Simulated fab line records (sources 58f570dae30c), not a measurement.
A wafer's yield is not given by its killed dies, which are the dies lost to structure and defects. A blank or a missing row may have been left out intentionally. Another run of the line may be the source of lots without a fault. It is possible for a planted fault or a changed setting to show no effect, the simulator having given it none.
One fault seen from 2 desks || flow berkeley-cmos170 || numbers are kept per desk, each desk with only its own; the story behind them comes last

FOR THE TOOL OWNER'S DESK: rtp-anneal-01
Per lot that ran on this tool, the mean of the sampled wafers carrying a number, from the tool's own readings at UCB170_CONTACT_RTA_08 (time 10 s). The brackets show how far a lot's mean lies from the usual mean; more than 4 standard deviations puts the lot out of limits, marked OUT.
Columns: A = lamp-power-pct at UCB170_CONTACT_RTA_08, usual 22.08 %; B = wafer_temp_C_max at UCB170_CONTACT_RTA_08, usual 904.3
{"lot": "L463", "first seen here": "day 9 01:41", "A": 21.74, "B": 905.3}
{"lot": "L471", "first seen here": "day 10 09:12", "A": 21.76, "B": 905.3}
{"lot": "L478", "first seen here": "day 11 07:01", "A": 21.77, "B": 905.5}
{"lot": "L476", "first seen here": "day 11 08:50", "A": 21.76, "B": 905.1}
{"lot": "L479", "first seen here": "day 11 13:44", "A": 21.76, "B": 906.7}
This desk's verdict: no lot among the 5 shows anything out of limits.

METROLOGY DESK
Means of the sampled wafers that have a number, per lot and without regard to the tool the lot ran on: this is what the gauges read. The brackets show how far a lot's mean lies from the usual mean; more than 4 standard deviations puts the lot out of limits, marked OUT. It has 11 readings; the 7 that lie furthest out on some lot are the ones shown.
Columns: A = SILICIDE_TI_RS at UCB170_SILICIDE_RS_MEAS_02, usual 26.2 ohm/sq; B = SILICIDE_TI_THK at UCB170_SILICIDE_THK_MEAS_03, usual 29.6 nm; C = CONTACT_OVL at UCB170_CONTACT_OVL_MEAS_16, usual -2 nm; D = M1_AL_THK at UCB170_M1_THK_MEAS_02, usual 581 nm; E = cd-nm at UCB170_M1_CD_MEAS_09, usual 699.9 nm; F = M1_OVL at UCB170_M1_OVL_MEAS_10, usual 1 nm; G = cd-nm at UCB170_M1_CD_MEAS_90, usual 699.8 nm
{"lot": "L463", "first seen here": "day 8 19:00", "A": 26.1, "B": 29.7, "C": -14, "D": 578, "E": 702.3, "F": -2, "G": 702.5}
{"lot": "L471", "first seen here": "day 10 05:20", "A": 26.3, "B": 29.7, "C": 2, "D": 573, "E": 700.6, "F": 0, "G": 701.2}
{"lot": "L478", "first seen here": "day 11 03:29", "A": 27.0, "B": 28.8, "C": -2, "D": 579, "E": 699.6, "F": -2, "G": 699.7}
{"lot": "L476", "first seen here": "day 11 03:59", "A": 26.3, "B": 29.5, "C": 1, "D": 588, "E": 701.9, "F": -2, "G": 699.8}
{"lot": "L479", "first seen here": "day 11 10:10", "A": 25.9, "B": 30.0, "C": -4, "D": 590, "E": 698.3, "F": 1, "G": 696.8}
{"lot": "L485", "first seen here": "day 12 17:42", "A": 26.4, "B": 29.4, "C": -3, "D": 584, "E": 698.5, "F": 7, "G": 697.1}
This desk's verdict: no lot among the 6 shows anything out of limits.

TAKEN TOGETHER
The desk of the tool owner found nothing out of limits.
Nothing out of limits was seen by the metrology desk.

WHAT HAD BEEN PUT IN BY THE SIMULATOR
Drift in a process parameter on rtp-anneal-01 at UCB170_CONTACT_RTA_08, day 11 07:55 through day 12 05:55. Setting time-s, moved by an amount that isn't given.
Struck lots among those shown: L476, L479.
